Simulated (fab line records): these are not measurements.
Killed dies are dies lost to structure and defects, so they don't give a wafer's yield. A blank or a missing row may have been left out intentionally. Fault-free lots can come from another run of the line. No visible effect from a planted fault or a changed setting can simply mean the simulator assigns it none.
What tool caused it? || flow rit_cmos || 7 lots, 21 wafers sampled, at 4 steps of a route of 202

WHAT THE GAUGES READ, wafer by wafer
RIT_M1_OVL_MEAS_10.
{"lot": "L919", "measured": "day 4 03:25", "on": "overlay-01", "M1_OVL (nm)": "-2.2 -0.3 -0.7"}
{"lot": "L921", "measured": "day 4 17:34", "on": "overlay-02", "M1_OVL (nm)": "-1.4 -0.2 0.9"}
{"lot": "L923", "measured": "day 4 21:16", "on": "overlay-02", "M1_OVL (nm)": "-2.0 -1.4 -1.2"}
{"lot": "L935", "measured": "day 7 08:47", "on": "overlay-01", "M1_OVL (nm)": "1.5 0.0 0.2"}
{"lot": "L938", "measured": "day 8 02:05", "on": "overlay-02", "M1_OVL (nm)": "1.3 -0.6 0.3"}

WHICH TOOL RAN EACH LOT (tool, then ch and the chambers of the sampled wafers, then the start)
{"lot": "L919", "RIT_NRETRO_STRIP_09": "plasma_asher-04 ch 0,1, day 3 01:11", "RIT_PLDD_STRIP_09": "plasma_asher-03 ch 0,1, day 3 16:01", "RIT_SILICIDE_WET_ETCH_05": "wet_bench-03 ch 0, day 3 23:08"}
{"lot": "L921", "RIT_NRETRO_STRIP_09": "plasma_asher-03 ch 0,1, day 3 12:28", "RIT_PLDD_STRIP_09": "plasma_asher-03 ch 0,1, day 4 05:40", "RIT_SILICIDE_WET_ETCH_05": "wet_bench-02 ch 1, day 4 13:26"}
{"lot": "L923", "RIT_NRETRO_STRIP_09": "plasma_asher-01 ch 0,1, day 3 17:53", "RIT_PLDD_STRIP_09": "plasma_asher-03 ch 0,1, day 4 09:29", "RIT_SILICIDE_WET_ETCH_05": "wet_bench-04 ch 0, day 4 16:59"}
{"lot": "L925", "RIT_NRETRO_STRIP_09": "plasma_asher-01 ch 0,1, day 4 02:22", "RIT_PLDD_STRIP_09": "plasma_asher-01 ch 0,1, day 4 16:05", "RIT_SILICIDE_WET_ETCH_05": "wet_bench-04 ch 1, day 4 23:27"}
{"lot": "L927", "RIT_NRETRO_STRIP_09": "plasma_asher-04 ch 0,1, day 4 18:41", "RIT_PLDD_STRIP_09": "plasma_asher-03 ch 0,1, day 5 08:08", "RIT_SILICIDE_WET_ETCH_05": "wet_bench-02 ch 3, day 5 15:33"}
{"lot": "L935", "RIT_NRETRO_STRIP_09": "plasma_asher-04 ch 0,1, day 6 05:48", "RIT_PLDD_STRIP_09": "plasma_asher-01 ch 0,1, day 6 19:04", "RIT_SILICIDE_WET_ETCH_05": "wet_bench-02 ch 3, day 7 04:51"}
{"lot": "L938", "RIT_NRETRO_STRIP_09": "plasma_asher-04 ch 0,1, day 7 01:09", "RIT_PLDD_STRIP_09": "plasma_asher-03 ch 0,1, day 7 14:41", "RIT_SILICIDE_WET_ETCH_05": "wet_bench-02 ch 3, day 7 22:08"}
- RIT_NRETRO_STRIP_09: strips in O2, time 180 s.
- RIT_PLDD_STRIP_09: strips in O2, time 180 s.
- RIT_SILICIDE_WET_ETCH_05: etches Ti in SPM, time 120 s.

THE ANSWER, worked out from the rows above alone
Rule: what is usual is taken from the lots themselves. Put in order of their means at a reading, lots are off if they are a third of the lots or fewer, leave a main group of 4 or more, and stand apart from it by a gap of 3 or more times the standard deviation of the main group's means; of several such gaps the widest counts. Not used: any main group whose means are identical at the precision the tables above print for the reading. A lot without any number at a reading at which 4 lots or more have one is off too. All remaining lots with rows at the step are treated as sound.
Nothing can be told from this: no lot is off at any reading shown.

WHAT THE SIMULATOR PUT IN
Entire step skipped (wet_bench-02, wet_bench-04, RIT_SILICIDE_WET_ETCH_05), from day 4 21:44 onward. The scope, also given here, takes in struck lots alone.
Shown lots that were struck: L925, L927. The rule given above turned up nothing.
